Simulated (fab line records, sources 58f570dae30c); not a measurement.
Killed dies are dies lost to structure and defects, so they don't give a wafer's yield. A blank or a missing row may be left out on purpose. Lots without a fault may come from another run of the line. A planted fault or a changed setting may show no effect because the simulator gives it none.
Split-lot experiment | flow berkeley_cmos170 | 5 lots, 23 wafers read, on a route of 331 steps

THE SPLIT
At UCB170_V2_CMP_02 (polishes SiO2), the setting leave_above_ref_nm was moved away from the recipe's 1000 nm on 4 of the 23 wafers read, by -5.9% to +3.9%. The other wafers ran this setting at the recipe's value.

The file shows no step between the split and the reading.

THE READING
V2_POLISHED_THK, in nm, at UCB170_V2_THK_MEAS_04. Fault-free wafers of this fab line usually give 999.8 nm, standard deviation 1.1 nm.

wafer  | tool, chamber at the split | leave_above_ref_nm as run, nm | against the recipe | V2_POLISHED_THK, nm | against lot-mates on the recipe
L074.1 | cmp-01, 2                  | 1000                          | recipe             | 998.7               | -
L074.3 | cmp-01, 0                  | 1000                          | recipe             | 1000.6              | -
L074.4 | cmp-01, 3                  | 1000                          | recipe             | 1001.7              | -
L074.5 | cmp-01, 0                  | 1000                          | recipe             | 1001.1              | -
L074.6 | cmp-01, 3                  | 1000                          | recipe             | 1000.4              | -
L076.1 | cmp-01, 2                  | 1000                          | recipe             | 1000.8              | -
L076.2 | cmp-01, 1                  | 940.5                         | -5.9%              | 940.6               | -59.9
L076.3 | cmp-01, 0                  | 1000                          | recipe             | 1001.2              | -
L076.5 | cmp-01, 2                  | 1000                          | recipe             | 999.4               | -
L076.6 | cmp-01, 1                  | 940.5                         | -5.9%              | 939.7               | -60.8
L077.2 | cmp-02, 2                  | 1000                          | recipe             | 998.7               | -
L077.3 | cmp-02, 0                  | 1039                          | +3.9%              | 1038.4              | +39.9
L077.4 | cmp-02, 1                  | 1000                          | recipe             | 997.8               | -
L077.5 | cmp-02, 1                  | 1000                          | recipe             | 999.0               | -
L077.6 | cmp-02, 0                  | 1039                          | +3.9%              | 1037.0              | +38.5
L084.2 | cmp-01, 0,2,3,1            | 1000                          | recipe             | 1000.5              | -
L084.3 | cmp-01, 0,2,3,1            | 1000                          | recipe             | 1001.7              | -
L084.4 | cmp-01, 0,2,3,1            | 1000                          | recipe             | 1000.9              | -
L084.5 | cmp-01, 0                  | 1000                          | recipe             | 1001.7              | -
L084.6 | cmp-01, 0,2,3,1            | 1000                          | recipe             | 1001.6              | -
L085.3 | cmp-01, 0                  | 1000                          | recipe             | 1000.8              | -
L085.4 | cmp-01, 1                  | 1000                          | recipe             | 1000.0              | -
L085.6 | cmp-01, 0                  | 1000                          | recipe             | 1000.9              | -
Where a row lists several chambers, the file gives one row for several wafers and doesn't say which wafer went through which chamber.

THE FIT
A straight line over all 23 wafers: V2_POLISHED_THK changes by +9.95 nm for each +1% of leave_above_ref_nm; r = +1.00; the points scatter about the line by 1.2 nm.
The same after taking each lot's own level away (the mean of its wafers on the recipe; 23 wafers): +10.1 nm for each +1%; r = +1.00; scatter 0.72 nm.
On that fit, the largest move of leave_above_ref_nm shifts the reading by 60 nm.
The lots' own levels span 998.50 to 1001.28 nm, that is 2.5 times the standard deviation above.
So the lot-to-lot level changes the slope little: the two slopes agree.
Check: with one of the wafers moved furthest among these (-5.9%) left out of the fit, the line predicts -60.4 nm for it against its lot-mates. It came out at -59.9 nm against them.

OTHER SPLITS ON THESE WAFERS
These wafers also went through other splits before the reading. Each is held against what the fit with the lots' levels taken away leaves over:
other split on the same wafers      | wafers away from the commonest value | r with V2_POLISHED_THK (lot level and that fit taken away)
UCB170_V1_CMP_02 leave_above_ref_nm | 8                                    | +0.13
UCB170_V1_EXPOSE_09 dose_mj         | 6                                    | -0.30
UCB170_M2_EXPOSE_12 dose_mj         | 5                                    | -0.05

THE WHOLE CHAIN: every reading that the file lists as answering this split, in the file's order
step                    | what it does                                                           | reading                                                                   | change (the file's fit)              | r (the file's)
UCB170_V2_CMP_02        | polishes SiO2                                                          | SiO2_of_V2_CVD_00.thk_nm (the simulator's own value, which no gauge read) | +10.1 nm for each +1% of the setting | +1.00
UCB170_V2_THK_MEAS_04   |                                                                        | V2_POLISHED_THK                                                           | +10.1 for each +1% of the setting    | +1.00
UCB170_M3_METAL_ETCH_18 | etches Al in Cl2/BCl3, stops on SiO2, target depth 1170 nm, time 195 s | SiO2_of_V2_CVD_00.thk_nm (the simulator's own value, which no gauge read) | +11.1 nm for each +1% of the setting | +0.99

THE FILE'S OWN FIT
V2_POLISHED_THK changes by +10.1 nm for each +1% of leave_above_ref_nm, r = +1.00.
